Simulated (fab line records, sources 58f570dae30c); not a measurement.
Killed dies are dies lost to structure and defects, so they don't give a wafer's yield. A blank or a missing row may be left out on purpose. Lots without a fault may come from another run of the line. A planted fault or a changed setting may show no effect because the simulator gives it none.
Split-lot experiment | flow berkeley_cmos170 | 5 lots, 23 wafers read, on a route of 331 steps

THE SPLIT
At UCB170_V1_ETCH_14 (etches SiO2 in CHF3/CF4/Ar, stops on Al, target depth 1250 nm, time 291 s), the setting time_s was moved away from the recipe's 291 s on 9 of the 23 wafers read, by -11.1% to -4.4%. The other wafers ran this setting at the recipe's value.

The reading is taken at the split's own step.

THE READING
KrF_of_V1_COAT_07.thk_nm (the simulator's own value, which no gauge read), in nm, at UCB170_V1_ETCH_14 (etches SiO2 in CHF3/CF4/Ar, stops on Al, target depth 1250 nm, time 291 s). The file gives no usual value for it. The 14 wafers here that ran the recipe average 611.8 nm, standard deviation 5.1 nm.

wafer  | tool, chamber at the split | time_s as run, s | against the recipe | KrF_of_V1_COAT_07.thk_nm, nm | against lot-mates on the recipe
L080.1 | rie_diel-04, 1             | 291              | recipe             | 614.4                        | -
L080.2 | rie_diel-04, 0             | 291              | recipe             | 611.2                        | -
L080.5 | rie_diel-04, 1             | 291              | recipe             | 610                          | -
L081.1 | rie_diel-02, 1             | 291              | recipe             | 598.9                        | -
L081.2 | rie_diel-02, 2             | 291              | recipe             | 610.3                        | -
L081.4 | rie_diel-02, 3             | 261.9            | -10.0%             | 630.9                        | +26.7
L081.5 | rie_diel-02, 2             | 261.9            | -10.0%             | 635.6                        | +31.4
L081.6 | rie_diel-02, 3             | 291              | recipe             | 603.3                        | -
L082.1 | rie_diel-03, 3             | 271.5            | -6.7%              | 633.2                        | +17.6
L082.2 | rie_diel-03, 0             | 271.5            | -6.7%              | 634.6                        | +19.0
L082.3 | rie_diel-03, 1             | 271.5            | -6.7%              | 628.8                        | +13.2
L082.4 | rie_diel-03, 2             | 291              | recipe             | 614                          | -
L082.5 | rie_diel-03, 2             | 291              | recipe             | 617.2                        | -
L079.1 | rie_diel-04, 2             | 278.1            | -4.4%              | 619.1                        | +7.2
L079.2 | rie_diel-04, 0             | 291              | recipe             | 613.5                        | -
L079.4 | rie_diel-04, 3             | 278.1            | -4.4%              | 625.8                        | +13.9
L079.5 | rie_diel-04, 0             | 291              | recipe             | 611.5                        | -
L079.6 | rie_diel-04, 1             | 291              | recipe             | 610.7                        | -
L084.1 | rie_diel-03, 1             | 291              | recipe             | 617                          | -
L084.2 | rie_diel-03, 3             | 291              | recipe             | 616.1                        | -
L084.3 | rie_diel-03, 2             | 291              | recipe             | 616.5                        | -
L084.5 | rie_diel-03, 3             | 258.8            | -11.1%             | 649.4                        | +32.9
L084.6 | rie_diel-03, 2             | 258.8            | -11.1%             | 647.4                        | +30.9

THE FIT
A straight line over all 23 wafers: KrF_of_V1_COAT_07.thk_nm changes by -2.83 nm for each +1% of time_s; r = -0.92; the points scatter about the line by 5.2 nm.
The same after taking each lot's own level away (the mean of its wafers on the recipe; 23 wafers): -2.8 nm for each +1%; r = -0.97; scatter 2.8 nm.
On that fit, the largest move of time_s shifts the reading by 31 nm.
The lots' own levels span 604.17 to 616.53 nm, that is 2.4 times the standard deviation above.
So the lot-to-lot level changes the slope little: the two slopes agree.
Check: with one of the wafers moved furthest among these (-11.1%) left out of the fit, the line predicts +30.2 nm for it against its lot-mates. It came out at +32.9 nm against them.

OTHER SPLITS ON THESE WAFERS
These wafers also went through other splits before the reading. Each is held against what the fit with the lots' levels taken away leaves over:
other split on the same wafers      | wafers away from the commonest value | r with KrF_of_V1_COAT_07.thk_nm (lot level and that fit taken away)
UCB170_CONTACT_PEB_13 peb_temp_c    | 10                                   | +0.19
UCB170_V1_CMP_02 leave_above_ref_nm | 7                                    | -0.41

THE WHOLE CHAIN: every reading that the file lists as answering this split, in the file's order
step               | what it does                                                              | reading                                                                   | change (the file's fit)              | r (the file's)
UCB170_V1_ETCH_14  | etches SiO2 in CHF3/CF4/Ar, stops on Al, target depth 1250 nm, time 291 s | KrF_of_V1_COAT_07.thk_nm (the simulator's own value, which no gauge read) | -2.79 nm for each +1% of the setting | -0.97
UCB170_V1_STRIP_15 | strips in O2                                                              | strip_time_to_endpoint_s                                                  | withheld for each +1% of the setting | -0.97

THE FILE'S OWN FIT
KrF_of_V1_COAT_07.thk_nm changes by -2.79 nm for each +1% of time_s, r = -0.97.
